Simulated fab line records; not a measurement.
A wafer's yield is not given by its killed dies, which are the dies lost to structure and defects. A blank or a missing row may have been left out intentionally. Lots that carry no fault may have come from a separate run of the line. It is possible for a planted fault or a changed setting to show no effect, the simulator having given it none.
Problem report, 8D (eight disciplines) form, completed by code :: flow berkeley-cmos170 :: the parts of the form that need people (team, actions taken, sign-off) are left out

== 1. THE PROBLEM ==
PLDD_RS at UCB170_SDANNEAL_RS_MEAS_04 reads a mean of 1075.3 ohm/sq on 6 wafers of 2 lots; wafers without a fault read 1031.4 ohm/sq with a standard deviation of 2.3. That puts it +19 standard deviations away from the usual mean.
The step: measures by four-point-probe.
Seen first at day 8 18:32 on film-metro-02, wafer L626.2. Wafers with a number at this step in the record: 42, from 14 lots. Rule for "out" (also "out of limits"): further than 4 standard deviations from the usual mean. The rest of the wafers with a number are treated as sound.

== 2. WHAT IT IS, WHAT IT ISN'T ==
question: which readings at this step
is: PLDD_RS
is not: -

question: which lots
is: L626, L627
is not: L614, L615, L617, L619, L620, L623, L624, L628, L629, L631, L635, L636

question: which wafers of those lots
is: all that have a number
is not: -

question: read on which gauges
is: film-metro-02, film-metro-03
is not: film-metro-04

question: when
is: from day 8 18:32
is not: up to then (21 sound wafers); but 15 sound wafers of L628, L629, L631, L635, L636 came after

== 3. SUSPECTS, AND WHAT RULES EACH OUT ==
Counting: a tool stays on the suspect list if, at a process step up to the reading, it processed all lots that are out and no sound lot following the first of them.
- the gauge at UCB170_SDANNEAL_RS_MEAS_04: ruled out. The wafers that are out were read on 2 gauges (film-metro-02, film-metro-03).
- furnace-01 at UCB170_SPACER_ANNEAL_02 (time 1800 s): kept. All lots that are out passed through it, beginning with L626 at day 8 12:23, and no sound lot followed; its final sound lot before that point was L623 at day 8 03:32.
After counting, what remains is furnace-01 at UCB170_SPACER_ANNEAL_02.

== 4. THE CAUSE (what the simulator had put in) ==
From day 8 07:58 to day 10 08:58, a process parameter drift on furnace-01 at UCB170_SPACER_ANNEAL_02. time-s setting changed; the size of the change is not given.
Counting left only this tool.

== 5. THE CHAIN OF EFFECTS, in route order ==
Each row: a reading whose mean over the struck wafers that have a number lies more than 3 standard deviations from the usual. Readings are gone through only where the record gives a usual standard deviation; hours: the median, over the lots, of the time from a lot's start at the first step in this table giving one to that lot's start at this step; sigmas: the change measured in usual standard deviations.
hours: 0
step: UCB170_SDANNEAL_RS_MEAS_04
reading: PLDD_RS
usual: 1031.4 ohm/sq
on struck wafers: 1075.3
change: +43.9
sigmas: +19
Later measuring or inspecting steps at which every struck wafer that the step has a row for has a number for every such reading, and none has moved that far: UCB170_M1_THK_MEAS_02.

== 6. HOW IT WOULD HAVE BEEN CAUGHT EARLIER ==
In this record the first reading out of limits at a measuring or inspecting step was taken at day 8 18:32, 11 hours after the fault began at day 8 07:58.
Of the tool readings at UCB170_SPACER_ANNEAL_02 for which the record gives a usual standard deviation, none was out on any struck wafer, so an alarm limit of 4 standard deviations on them would not have fired.
The start of UCB170_SPACER_ANNEAL_02 on furnace-01 came by day 8 18:32 for every one of the lots that are out (2). Had the tool been put on hold then, not one of them would have been saved.
